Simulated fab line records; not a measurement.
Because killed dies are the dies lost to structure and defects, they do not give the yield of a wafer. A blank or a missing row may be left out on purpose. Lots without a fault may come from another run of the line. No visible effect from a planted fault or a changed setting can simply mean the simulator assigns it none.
Struck lot and sound lot, side by side + flow rit-cmos + 14 steps out of a route of 202
Sound: the wafers L600.1, L600.3, L600.5. Wafers L616.2, L616.3, L616.4 were the ones struck. The cause comes at the end.
Order at every step that has rows: each side's tool, ch and its chambers, its first start. Under that, the readings that differ: sound wafers + struck wafers + difference of the means + sigmas: that difference in standard deviations of wafers without a fault.
alike: words and numbers the same on both sides, and readings whose means are apart by under 2 such deviations; not compared: readings that were withheld, readings missing a value for some wafer, numbers with overlapping values and no deviation given by the record, and bounds like >300 which may hide the same value.
Wherever a step has rows on one side only, a row that says differs or no value, or a row with sigmas, the two part there. Numbers that have no deviation but don't overlap get no sigmas and don't part them. A reading that every wafer of one side lacks parts them only if that side has two wafers or more.

first, 1 step without rows for these wafers: RIT_SILICIDE_WET_ETCH_00 (etches SiO2 in BOE, target depth 14 nm, time 15 s).
RIT_SILICIDE_SPUTTER_01: material Ti, target thk 30 nm, time 240 s.
  sound on pvd-sputter-02, day 3 19:45; struck on pvd-sputter-02, day 7 08:22
  alike: throttle-valve-pct
RIT_SILICIDE_RS_MEAS_02: measures by four-point-probe.
  sound on film-metro-03, day 3 19:54; struck on film-metro-02, day 7 08:32
  alike: SILICIDE_TI_RS
RIT_SILICIDE_THK_MEAS_03: measures by xrf.
  sound on film-metro-03, day 3 20:01; struck on film-metro-02, day 7 08:39
  alike: SILICIDE_TI_THK
RIT_SILICIDE_RTA_04: time 10 s, ramp up 5 s, ramp down 5 s.
  sound on rtp-anneal-02 ch 0, day 3 20:05; struck on rtp-anneal-01 ch 0, day 7 08:43
  alike: wafer_temp_C_max
then, 1 step without rows for these wafers: RIT_SILICIDE_WET_ETCH_05 (etches Ti in SPM, time 120 s).
RIT_SILICIDE_RTA_06: time 10 s, ramp up 5 s, ramp down 10 s.
  sound on rtp-anneal-01 ch 0, day 3 20:14; struck on rtp-anneal-02 ch 0, day 7 08:49
  alike: wafer_temp_C_max
RIT_CONTACT_CVD_00: deposits SiO2 from TEOS, target thk 400 nm, time 61 s.
  sound on pecvd-04 ch 0,1, day 3 20:18; struck on pecvd-03 ch 1,2, day 7 08:53
  alike: heater-power-w, rf-fwd-power-W
  not compared: since-wet-clean-h
RIT_CONTACT_THK_MEAS_01:
  sound on film-metro-04, day 3 20:21; struck on film-metro-01, day 7 08:58
  alike: CONTACT_TEOS_THK
then, 3 steps without rows for these wafers: RIT_CONTACT_HMDS_02 (prime time 60 s); RIT_CONTACT_COAT_03 (resist thk 1000 nm); RIT_CONTACT_SOFTBAKE_04 (time 60 s).
RIT_CONTACT_EXPOSE_05: exposes mask M11, target cd 1000 nm.
  sound on iline-stepper-01 ch 0, day 3 20:59; struck on iline-stepper-02, day 7 09:29
  no value came back on the struck wafers for exposure-dose-mJ-cm2, focus-offset-nm (nm), sigma-outer; on the sound wafers exposure-dose-mJ-cm2 reads 247.14 246.96 247.40
  alike: mask
after that, 1 step had no rows for these wafers: RIT_CONTACT_PEB_06.

## WHERE THEY PART
Only at RIT_CONTACT_EXPOSE_05, within this record.

WHY: the cause the simulator had injected
Beginning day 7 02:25, the whole step at RIT_CONTACT_EXPOSE_05 was skipped on iline-stepper-02. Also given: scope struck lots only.
